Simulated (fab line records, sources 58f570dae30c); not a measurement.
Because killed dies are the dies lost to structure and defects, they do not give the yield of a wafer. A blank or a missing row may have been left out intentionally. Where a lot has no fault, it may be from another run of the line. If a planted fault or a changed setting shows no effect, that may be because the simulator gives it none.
Struck lot and sound lot, side by side -- flow berkeleyCmos170 -- 45 steps out of a route of 331
Sound: the wafers L273.1, L273.2, L273.3. Wafers struck: L282.1, L282.4, L282.6. The cause comes at the end.
Order at every step that has rows: each side's tool, ch and its chambers, its first start. Under that, the readings that differ: sound wafers -- struck wafers -- difference of the means -- sigmas: that difference in standard deviations of wafers without a fault.
alike: readings whose means differ by less than 2 such deviations, and words and numbers that are the same on both sides. not compared: withheld readings, readings that some wafer has no value for, bounds like >300 that may hide the same value, and numbers for which the record gives no deviation and whose values overlap.
A row with sigmas, a row that says differs or no value, or rows on one side alone: a step with any of these is where the two part. Non-overlapping numbers with no deviation appear without sigmas and do not part them. A reading that every wafer of one side lacks parts them only if that side has two wafers or more.

first, 3 steps without rows for these wafers: UCB170_NLDD_EXPOSE_03 (exposes mask NSELECT, target cd 1200 nm); UCB170_NLDD_PEB_04; UCB170_NLDD_DEVELOP_05 (develop time 45 s).
UCB170_NLDD_CD_MEAS_06: target cd 1200 nm.
  sound: cdSem-01 at day 7 16:00; struck: cdSem-02 at day 10 04:59
  alike: cdNm
UCB170_NLDD_OVL_MEAS_07:
  sound: overlay-01 at day 7 16:07; struck: overlay-02 at day 10 05:07
reading,sound,struck,difference,sigmas
NLDD_OVL (nm),1 -2 5,11 11 14,+11,+2
then, 2 steps without rows for these wafers: UCB170_NLDD_IMPLANT_08; UCB170_NLDD_IMPLANT_09.
UCB170_NLDD_STRIP_10: strips in O2.
  sound on plasmaAsher-01 ch 0,1, day 7 16:28; struck on plasmaAsher-03 ch 1, day 10 05:26
reading,sound,struck,difference,sigmas
drypumpMotorCurrentA (A),5.39 5.57 5.55,6.22 6.22 6.22,+0.72,+3
  alike: o2FlowSccm, oesProductAu, stripTimeToEndpointS
  not compared: rfHoursCounterH
UCB170_NLDD_TW_MEAS_11:
  sound: filmMetro-03 at day 7 16:34; struck: filmMetro-02 at day 10 05:32
  alike: NLDD_TW
then, 1 step without rows for these wafers: UCB170_NLDD_CLEAN_12 (cleans in SPM, time 600 s).
UCB170_SPACER_CVD_00: deposits SiO2 from TEOS/O2, target thk 376 nm, time 47 s.
  sound on pecvd-03 ch 0,1,2, day 7 17:00; struck on pecvd-02 ch 0,2, day 10 05:49
  alike: heaterPowerW
UCB170_SPACER_THK_MEAS_01:
  sound: filmMetro-01 at day 7 17:03; struck: filmMetro-01 at day 10 05:52
  alike: SPACER_TEOS_THK
UCB170_SPACER_ANNEAL_02: time 1800 s.
  sound on furnace-02 ch 0, day 7 19:59; struck on furnace-02 ch 0, day 10 08:23
  alike: spikeTcCentreC
then, 7 steps without rows for these wafers: UCB170_SPACER_ETCHBACK_03 (etches SiO2 in CHF3/CF4/Ar, stops on Si, target depth 376 nm, time 100 s); UCB170_PSD_HMDS_00 (prime time 60 s); UCB170_PSD_COAT_01 (resist thk 900 nm); UCB170_PSD_SOFTBAKE_02 (time 60 s); UCB170_PSD_EXPOSE_03 (exposes mask PSELECT MOD, target cd 1200 nm); UCB170_PSD_PEB_04; UCB170_PSD_DEVELOP_05 (develop time 45 s).
UCB170_PSD_CD_MEAS_06: target cd 1200 nm.
  sound: cdSem-02 at day 7 23:31; struck: cdSem-02 at day 10 10:59
  alike: cdNm
UCB170_PSD_OVL_MEAS_07:
  sound: overlay-01 at day 7 23:38; struck: overlay-01 at day 10 11:06
  alike: PSD_OVL
then, 1 step without rows for these wafers: UCB170_PSD_IMPLANT_08.
UCB170_PSD_STRIP_09: strips in O2.
  sound on plasmaAsher-04 ch 0,1, day 7 23:49; struck on plasmaAsher-03 ch 0,1, day 10 11:17
reading,sound,struck,difference,sigmas
stripTimeToEndpointS (s),29.45 29.31 29.35,29.55 29.57 29.63,+0.21,+3
  alike: drypumpMotorCurrentA, o2FlowSccm, oesProductAu
  not compared: rfHoursCounterH
UCB170_PSD_TW_MEAS_10:
  sound: filmMetro-02 at day 7 23:55; struck: filmMetro-04 at day 10 11:23
  alike: PSD_TW
then, 7 steps without rows for these wafers: UCB170_PSD_CLEAN_11 (cleans in SPM, time 600 s); UCB170_NSD_HMDS_00 (prime time 60 s); UCB170_NSD_COAT_01 (resist thk 900 nm); UCB170_NSD_SOFTBAKE_02 (time 60 s); UCB170_NSD_EXPOSE_03 (exposes mask NSELECT MOD, target cd 1200 nm); UCB170_NSD_PEB_04; UCB170_NSD_DEVELOP_05 (develop time 45 s).
UCB170_NSD_CD_MEAS_06: target cd 1200 nm.
  sound: cdSem-02 at day 8 02:34; struck: cdSem-02 at day 10 13:13
  alike: cdNm
UCB170_NSD_OVL_MEAS_07:
  sound: overlay-01 at day 8 02:41; struck: overlay-01 at day 10 13:20
  alike: NSD_OVL
then, 1 step without rows for these wafers: UCB170_NSD_IMPLANT_08.
UCB170_NSD_STRIP_09: strips in O2.
  sound on plasmaAsher-03 ch 0,1, day 8 02:52; struck on plasmaAsher-01 ch 0,1, day 10 13:31
  alike: drypumpMotorCurrentA, o2FlowSccm, oesProductAu, stripTimeToEndpointS
  not compared: rfHoursCounterH
UCB170_NSD_TW_MEAS_10:
  sound: filmMetro-04 at day 8 02:58; struck: filmMetro-03 at day 10 13:37
  alike: NSD_TW
then, 4 steps without rows for these wafers: UCB170_NSD_CLEAN_11 (cleans in SPM, time 600 s); UCB170_BACKSIDE_HMDS_00 (prime time 60 s); UCB170_BACKSIDE_COAT_01 (resist thk 900 nm); UCB170_BACKSIDE_SOFTBAKE_02 (time 60 s).
UCB170_BACKSIDE_STRIP_03: strips in O2.
  sound on plasmaAsher-04 ch 0,1, day 8 04:10; struck on plasmaAsher-04 ch 0,1, day 10 14:50
  alike: drypumpMotorCurrentA, o2FlowSccm, oesProductAu, stripTimeToEndpointS
  not compared: rfHoursCounterH
UCB170_SDANNEAL_RS_MEAS_04: uses a four-point probe to measure.
  sound: filmMetro-02 at day 8 05:56; struck: filmMetro-03 at day 10 15:59
reading,sound,struck,difference,sigmas
PLDD_RS (ohm/sq),1030.9 1030.8 1030.2,1097.2 1091.6 1091.7,+62.9,+22
  not compared: hold
UCB170_SDANNEAL_RS_MEAS_05: uses a four-point probe to measure.
  sound: filmMetro-02 at day 8 06:03; struck: filmMetro-03 at day 10 18:38
reading,sound,struck,difference,sigmas
NLDD_RS (ohm/sq),616.4 617.2 618.2,623.9 623.7 623.0,+6.3,+4
  not compared: hold
UCB170_M3_PROBE_99:
  rows exist in the record for the struck wafers here (prober-01, day 11 20:09), but not for the sound ones

== WHERE THEY PART ==
First at UCB170_NLDD_OVL_MEAS_07; last, within this record, at UCB170_M3_PROBE_99.

WHY: the cause the simulator had injected
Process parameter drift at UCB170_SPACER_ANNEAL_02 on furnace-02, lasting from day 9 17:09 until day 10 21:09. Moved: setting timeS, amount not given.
